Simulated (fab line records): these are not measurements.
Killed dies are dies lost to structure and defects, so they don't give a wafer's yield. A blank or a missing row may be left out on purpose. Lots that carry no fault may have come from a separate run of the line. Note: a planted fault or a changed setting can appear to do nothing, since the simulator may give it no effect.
Which tool is to blame? / flow berkeleyCmos170 / 42 wafers from 14 lots sampled at 5 of the route's 331 steps

WHAT EACH GAUGE READ, for each wafer
UCB170_M3_CD_MEAS_15: the cd target is 700 nm. Usual: cdNm 699.6 nm, standard deviation 1.4.
lot=L636; measured=day 8 01:50; on=cdSem-02; cdNm (nm)=702.9 702.0 701.1; flag=
lot=L635; measured=day 8 02:04; on=cdSem-01; cdNm (nm)=699.2 698.2 698.4; flag=
lot=L637; measured=day 8 12:01; on=cdSem-01; cdNm (nm)=699.4 697.8 699.4; flag=
lot=L638; measured=day 8 20:47; on=cdSem-01; cdNm (nm)=702.9 702.3 702.7; flag=
lot=L640; measured=day 9 04:09; on=cdSem-02; cdNm (nm)=698.4 697.9 698.7; flag=
lot=L641; measured=day 10 00:19; on=cdSem-01; cdNm (nm)=697.1 696.9 698.0; flag=
lot=L643; measured=day 10 02:20; on=cdSem-02; cdNm (nm)=698.8 700.2 699.4; flag=
lot=L645; measured=day 10 02:02; on=cdSem-02; cdNm (nm)=699.3 698.7 697.9; flag=
lot=L649; measured=day 10 18:56; on=cdSem-02; cdNm (nm)=700.2 700.7 700.4; flag=
lot=L646; measured=day 10 21:07; on=cdSem-01; cdNm (nm)=700.6 700.7 701.3; flag=
lot=L648; measured=day 10 22:12; on=cdSem-01; cdNm (nm)=698.9 699.9 698.6; flag=
lot=L650; measured=day 11 04:35; on=cdSem-01; cdNm (nm)=699.8 698.5 700.2; flag=
lot=L658; measured=day 12 06:31; on=cdSem-02; cdNm (nm)=698.7 698.5 698.8; flag=
lot=L654; measured=day 12 07:19; on=cdSem-01; cdNm (nm)=700.0 699.8 699.8; flag=

WHICH TOOL RAN EACH LOT (tool, then ch and the chambers of the sampled wafers, then the start)
lot=L636; UCB170_V1_STRIP_15=plasmaAsher-02 ch 0,1, day 7 15:05; UCB170_M2_STRIP_07=plasmaAsher-01 ch 1, day 7 16:05; UCB170_V2_COAT_07=lithoTrack-01 ch 0, day 7 22:17; UCB170_V2_STRIP_15=plasmaAsher-02 ch 0,1, day 7 23:32
lot=L635; UCB170_V1_STRIP_15=plasmaAsher-03 ch 0,1, day 7 15:32; UCB170_M2_STRIP_07=plasmaAsher-03 ch 0,1, day 7 16:32; UCB170_V2_COAT_07=lithoTrack-04 ch 0, day 7 22:28; UCB170_V2_STRIP_15=plasmaAsher-04 ch 0, day 7 23:41
lot=L637; UCB170_V1_STRIP_15=plasmaAsher-04 ch 0,1, day 8 03:55; UCB170_M2_STRIP_07=plasmaAsher-03 ch 0,1, day 8 05:25; UCB170_V2_COAT_07=lithoTrack-03 ch 0, day 8 08:26; UCB170_V2_STRIP_15=plasmaAsher-04 ch 0,1, day 8 09:26
lot=L638; UCB170_V1_STRIP_15=plasmaAsher-03 ch 0,1, day 8 11:31; UCB170_M2_STRIP_07=plasmaAsher-04 ch 0, day 8 12:31; UCB170_V2_COAT_07=lithoTrack-03 ch 0, day 8 16:46; UCB170_V2_STRIP_15=plasmaAsher-01 ch 0,1, day 8 17:53
lot=L640; UCB170_V1_STRIP_15=plasmaAsher-03 ch 0,1, day 8 20:16; UCB170_M2_STRIP_07=plasmaAsher-01 ch 0,1, day 8 21:41; UCB170_V2_COAT_07=lithoTrack-03 ch 0, day 9 00:43; UCB170_V2_STRIP_15=plasmaAsher-02 ch 0,1, day 9 01:54
lot=L641; UCB170_V1_STRIP_15=plasmaAsher-02 ch 0,1, day 9 10:20; UCB170_M2_STRIP_07=plasmaAsher-01 ch 0,1, day 9 11:20; UCB170_V2_COAT_07=lithoTrack-04 ch 0, day 9 17:07; UCB170_V2_STRIP_15=plasmaAsher-02 ch 0,1, day 9 19:17
lot=L643; UCB170_V1_STRIP_15=plasmaAsher-04 ch 0,1, day 9 10:44; UCB170_M2_STRIP_07=plasmaAsher-03 ch 0,1, day 9 11:44; UCB170_V2_COAT_07=lithoTrack-01 ch 0, day 9 18:29; UCB170_V2_STRIP_15=plasmaAsher-04 ch 0,1, day 9 20:33
lot=L645; UCB170_V1_STRIP_15=plasmaAsher-03 ch 0,1, day 9 11:13; UCB170_M2_STRIP_07=plasmaAsher-04 ch 0,1, day 9 12:38; UCB170_V2_COAT_07=lithoTrack-03 ch 0, day 9 18:38; UCB170_V2_STRIP_15=plasmaAsher-02 ch 0,1, day 9 20:50
lot=L649; UCB170_V1_STRIP_15=plasmaAsher-04 ch 0,1, day 10 08:18; UCB170_M2_STRIP_07=plasmaAsher-03 ch 0,1, day 10 09:24; UCB170_V2_COAT_07=lithoTrack-04 ch 0, day 10 12:57; UCB170_V2_STRIP_15=plasmaAsher-04 ch 0,1, day 10 14:53
lot=L646; UCB170_V1_STRIP_15=plasmaAsher-03 ch 0,1, day 10 10:59; UCB170_M2_STRIP_07=plasmaAsher-04 ch 0,1, day 10 11:59; UCB170_V2_COAT_07=lithoTrack-03 ch 0, day 10 16:07; UCB170_V2_STRIP_15=plasmaAsher-04 ch 0,1, day 10 17:35
lot=L648; UCB170_V1_STRIP_15=plasmaAsher-02 ch 0,1, day 10 11:07; UCB170_M2_STRIP_07=plasmaAsher-01 ch 0,1, day 10 12:32; UCB170_V2_COAT_07=lithoTrack-03 ch 0, day 10 17:01; UCB170_V2_STRIP_15=plasmaAsher-04 ch 0,1, day 10 19:41
lot=L650; UCB170_V1_STRIP_15=plasmaAsher-03 ch 0,1, day 10 20:02; UCB170_M2_STRIP_07=plasmaAsher-04 ch 0,1, day 10 21:17; UCB170_V2_COAT_07=lithoTrack-04 ch 0, day 11 00:50; UCB170_V2_STRIP_15=plasmaAsher-01 ch 0,1, day 11 01:59
lot=L658; UCB170_V1_STRIP_15=plasmaAsher-03 ch 0,1, day 11 19:43; UCB170_M2_STRIP_07=plasmaAsher-01 ch 0,1, day 11 20:47; UCB170_V2_COAT_07=lithoTrack-01 ch 0, day 12 00:35; UCB170_V2_STRIP_15=plasmaAsher-04 ch 0,1, day 12 01:55
lot=L654; UCB170_V1_STRIP_15=plasmaAsher-03 ch 0,1, day 11 20:02; UCB170_M2_STRIP_07=plasmaAsher-04 ch 0,1, day 11 21:25; UCB170_V2_COAT_07=lithoTrack-03 ch 0, day 12 01:29; UCB170_V2_STRIP_15=plasmaAsher-02 ch 0,1, day 12 03:22
- UCB170_V1_STRIP_15: strips in O2.
- UCB170_M2_STRIP_07: strips in O2.
- UCB170_V2_COAT_07: resist thk 900 nm.
- UCB170_V2_STRIP_15: strips in O2.

WHAT THE TOOLS THEMSELVES READ (means of the sampled wafers that have a number; where no wafer has one, the mark that the record gives instead)
UCB170_V1_STRIP_15. Usual: drypumpMotorCurrentA 5.9 A, standard deviation 0.33; oesProductAu 0.721 a.u., standard deviation 0.0044; stripTimeToEndpointS 15.29 s, standard deviation 0.11.
lot=L636; tool=plasmaAsher-02; drypumpMotorCurrentA (A)=6.1; oesProductAu (a.u.)=0.723; stripTimeToEndpointS (s)=15.12; flag=
lot=L635; tool=plasmaAsher-03; drypumpMotorCurrentA (A)=6.2; oesProductAu (a.u.)=0.725; stripTimeToEndpointS (s)=15.19; flag=
lot=L637; tool=plasmaAsher-04; drypumpMotorCurrentA (A)=5.3; oesProductAu (a.u.)=0.720; stripTimeToEndpointS (s)=15.25; flag=
lot=L638; tool=plasmaAsher-03; drypumpMotorCurrentA (A)=6.2; oesProductAu (a.u.)=0.722; stripTimeToEndpointS (s)=15.46; flag=
lot=L640; tool=plasmaAsher-03; drypumpMotorCurrentA (A)=6.1; oesProductAu (a.u.)=0.719; stripTimeToEndpointS (s)=15.34; flag=
lot=L641; tool=plasmaAsher-02; drypumpMotorCurrentA (A)=5.9; oesProductAu (a.u.)=0.723; stripTimeToEndpointS (s)=15.28; flag=
lot=L643; tool=plasmaAsher-04; drypumpMotorCurrentA (A)=5.3; oesProductAu (a.u.)=0.721; stripTimeToEndpointS (s)=15.24; flag=
lot=L645; tool=plasmaAsher-03; drypumpMotorCurrentA (A)=6.2; oesProductAu (a.u.)=0.726; stripTimeToEndpointS (s)=15.32; flag=
lot=L649; tool=plasmaAsher-04; drypumpMotorCurrentA (A)=5.4; oesProductAu (a.u.)=0.719; stripTimeToEndpointS (s)=15.29; flag=
lot=L646; tool=plasmaAsher-03; drypumpMotorCurrentA (A)=6.1; oesProductAu (a.u.)=0.721; stripTimeToEndpointS (s)=15.18; flag=
lot=L648; tool=plasmaAsher-02; drypumpMotorCurrentA (A)=6.0; oesProductAu (a.u.)=0.721; stripTimeToEndpointS (s)=15.16; flag=
lot=L650; tool=plasmaAsher-03; drypumpMotorCurrentA (A)=6.1; oesProductAu (a.u.)=0.720; stripTimeToEndpointS (s)=15.36; flag=
lot=L658; tool=plasmaAsher-03; drypumpMotorCurrentA (A)=6.1; oesProductAu (a.u.)=0.722; stripTimeToEndpointS (s)=15.34; flag=
lot=L654; tool=plasmaAsher-03; drypumpMotorCurrentA (A)=6.1; oesProductAu (a.u.)=0.722; stripTimeToEndpointS (s)=15.26; flag=

UCB170_M2_STRIP_07. Usual: drypumpMotorCurrentA 5.8 A, standard deviation 0.39; oesProductAu 0.734 a.u., standard deviation 0.0049; stripTimeToEndpointS 21.96 s, standard deviation 0.077.
lot=L636; tool=plasmaAsher-01; drypumpMotorCurrentA (A)=5.8; oesProductAu (a.u.)=0.738; stripTimeToEndpointS (s)=21.93; flag=
lot=L635; tool=plasmaAsher-03; drypumpMotorCurrentA (A)=6.1; oesProductAu (a.u.)=0.734; stripTimeToEndpointS (s)=22.06; flag=
lot=L637; tool=plasmaAsher-03; drypumpMotorCurrentA (A)=6.1; oesProductAu (a.u.)=0.733; stripTimeToEndpointS (s)=22.04; flag=
lot=L638; tool=plasmaAsher-04; drypumpMotorCurrentA (A)=5.3; oesProductAu (a.u.)=0.732; stripTimeToEndpointS (s)=21.93; flag=
lot=L640; tool=plasmaAsher-01; drypumpMotorCurrentA (A)=6.1; oesProductAu (a.u.)=0.734; stripTimeToEndpointS (s)=21.88; flag=
lot=L641; tool=plasmaAsher-01; drypumpMotorCurrentA (A)=6.0; oesProductAu (a.u.)=0.738; stripTimeToEndpointS (s)=21.94; flag=
lot=L643; tool=plasmaAsher-03; drypumpMotorCurrentA (A)=6.1; oesProductAu (a.u.)=0.735; stripTimeToEndpointS (s)=21.88; flag=
lot=L645; tool=plasmaAsher-04; drypumpMotorCurrentA (A)=5.3; oesProductAu (a.u.)=0.733; stripTimeToEndpointS (s)=21.97; flag=
lot=L649; tool=plasmaAsher-03; drypumpMotorCurrentA (A)=6.1; oesProductAu (a.u.)=0.737; stripTimeToEndpointS (s)=22.00; flag=
lot=L646; tool=plasmaAsher-04; drypumpMotorCurrentA (A)=5.4; oesProductAu (a.u.)=0.732; stripTimeToEndpointS (s)=21.92; flag=
lot=L648; tool=plasmaAsher-01; drypumpMotorCurrentA (A)=6.1; oesProductAu (a.u.)=0.735; stripTimeToEndpointS (s)=21.87; flag=
lot=L650; tool=plasmaAsher-04; drypumpMotorCurrentA (A)=5.4; oesProductAu (a.u.)=0.732; stripTimeToEndpointS (s)=21.96; flag=
lot=L658; tool=plasmaAsher-01; drypumpMotorCurrentA (A)=6.1; oesProductAu (a.u.)=0.735; stripTimeToEndpointS (s)=21.92; flag=
lot=L654; tool=plasmaAsher-04; drypumpMotorCurrentA (A)=5.3; oesProductAu (a.u.)=0.736; stripTimeToEndpointS (s)=21.84; flag=

UCB170_V2_COAT_07. Usual: spinSpeedRpm 1500.2 rpm, standard deviation 1.
lot=L636; tool=lithoTrack-01; spinSpeedRpm (rpm)=1500.0; flag=
lot=L635; tool=lithoTrack-04; spinSpeedRpm (rpm)=1500.9; flag=
lot=L637; tool=lithoTrack-03; spinSpeedRpm (rpm)=1499.9; flag=
lot=L638; tool=lithoTrack-03; spinSpeedRpm (rpm)=1500.0; flag=
lot=L640; tool=lithoTrack-03; spinSpeedRpm (rpm)=1498.8; flag=
lot=L641; tool=lithoTrack-04; spinSpeedRpm (rpm)=1499.7; flag=
lot=L643; tool=lithoTrack-01; spinSpeedRpm (rpm)=1500.4; flag=
lot=L645; tool=lithoTrack-03; spinSpeedRpm (rpm)=1500.1; flag=
lot=L649; tool=lithoTrack-04; spinSpeedRpm (rpm)=1501.2; flag=
lot=L646; tool=lithoTrack-03; spinSpeedRpm (rpm)=1501.3; flag=
lot=L648; tool=lithoTrack-03; spinSpeedRpm (rpm)=1499.4; flag=
lot=L650; tool=lithoTrack-04; spinSpeedRpm (rpm)=1499.5; flag=
lot=L658; tool=lithoTrack-01; spinSpeedRpm (rpm)=1500.4; flag=
lot=L654; tool=lithoTrack-03; spinSpeedRpm (rpm)=1498.5; flag=

UCB170_V2_STRIP_15. Usual: drypumpMotorCurrentA 5.7 A, standard deviation 0.34; oesProductAu 0.722 a.u., standard deviation 0.0041; stripTimeToEndpointS 15.26 s, standard deviation 0.12.
lot=L636; tool=plasmaAsher-02; drypumpMotorCurrentA (A)=6.0; oesProductAu (a.u.)=0.726; stripTimeToEndpointS (s)=15.06; flag=
lot=L635; tool=plasmaAsher-04; drypumpMotorCurrentA (A)=5.3; oesProductAu (a.u.)=0.722; stripTimeToEndpointS (s)=15.37; flag=
lot=L637; tool=plasmaAsher-04; drypumpMotorCurrentA (A)=5.3; oesProductAu (a.u.)=0.724; stripTimeToEndpointS (s)=15.40; flag=
lot=L638; tool=plasmaAsher-01; drypumpMotorCurrentA (A)=6.0; oesProductAu (a.u.)=0.724; stripTimeToEndpointS (s)=15.26; flag=
lot=L640; tool=plasmaAsher-02; drypumpMotorCurrentA (A)=5.9; oesProductAu (a.u.)=0.724; stripTimeToEndpointS (s)=15.28; flag=
lot=L641; tool=plasmaAsher-02; drypumpMotorCurrentA (A)=5.9; oesProductAu (a.u.)=0.724; stripTimeToEndpointS (s)=15.40; flag=
lot=L643; tool=plasmaAsher-04; drypumpMotorCurrentA (A)=5.3; oesProductAu (a.u.)=0.722; stripTimeToEndpointS (s)=15.30; flag=
lot=L645; tool=plasmaAsher-02; drypumpMotorCurrentA (A)=5.9; oesProductAu (a.u.)=0.721; stripTimeToEndpointS (s)=15.33; flag=
lot=L649; tool=plasmaAsher-04; drypumpMotorCurrentA (A)=5.3; oesProductAu (a.u.)=0.720; stripTimeToEndpointS (s)=15.26; flag=
lot=L646; tool=plasmaAsher-04; drypumpMotorCurrentA (A)=5.3; oesProductAu (a.u.)=0.721; stripTimeToEndpointS (s)=15.26; flag=
lot=L648; tool=plasmaAsher-04; drypumpMotorCurrentA (A)=5.4; oesProductAu (a.u.)=0.723; stripTimeToEndpointS (s)=14.95; flag=
lot=L650; tool=plasmaAsher-01; drypumpMotorCurrentA (A)=6.1; oesProductAu (a.u.)=0.723; stripTimeToEndpointS (s)=15.16; flag=
lot=L658; tool=plasmaAsher-04; drypumpMotorCurrentA (A)=5.4; oesProductAu (a.u.)=0.718; stripTimeToEndpointS (s)=15.28; flag=
lot=L654; tool=plasmaAsher-02; drypumpMotorCurrentA (A)=5.9; oesProductAu (a.u.)=0.722; stripTimeToEndpointS (s)=14.96; flag=

THE ANSWER, worked out from the rows above alone
Rule: take the mean of a lot's wafers that have a number; if it is more than 3 standard deviations from the usual mean, the lot is off. A lot without any number at a reading at which 4 lots or more have one is off too. All remaining lots with rows at the step are treated as sound. Order of review: gauges by route order, followed by the tools' own readings, for which a lot's mean as printed above is used. The first step at which some lot is off is used, and at that step the reading that is off furthest; a lot without a number counts as furthest.
Nothing can be told from this: no lot is off at any reading shown.

WHAT THE SIMULATOR HAD PUT IN
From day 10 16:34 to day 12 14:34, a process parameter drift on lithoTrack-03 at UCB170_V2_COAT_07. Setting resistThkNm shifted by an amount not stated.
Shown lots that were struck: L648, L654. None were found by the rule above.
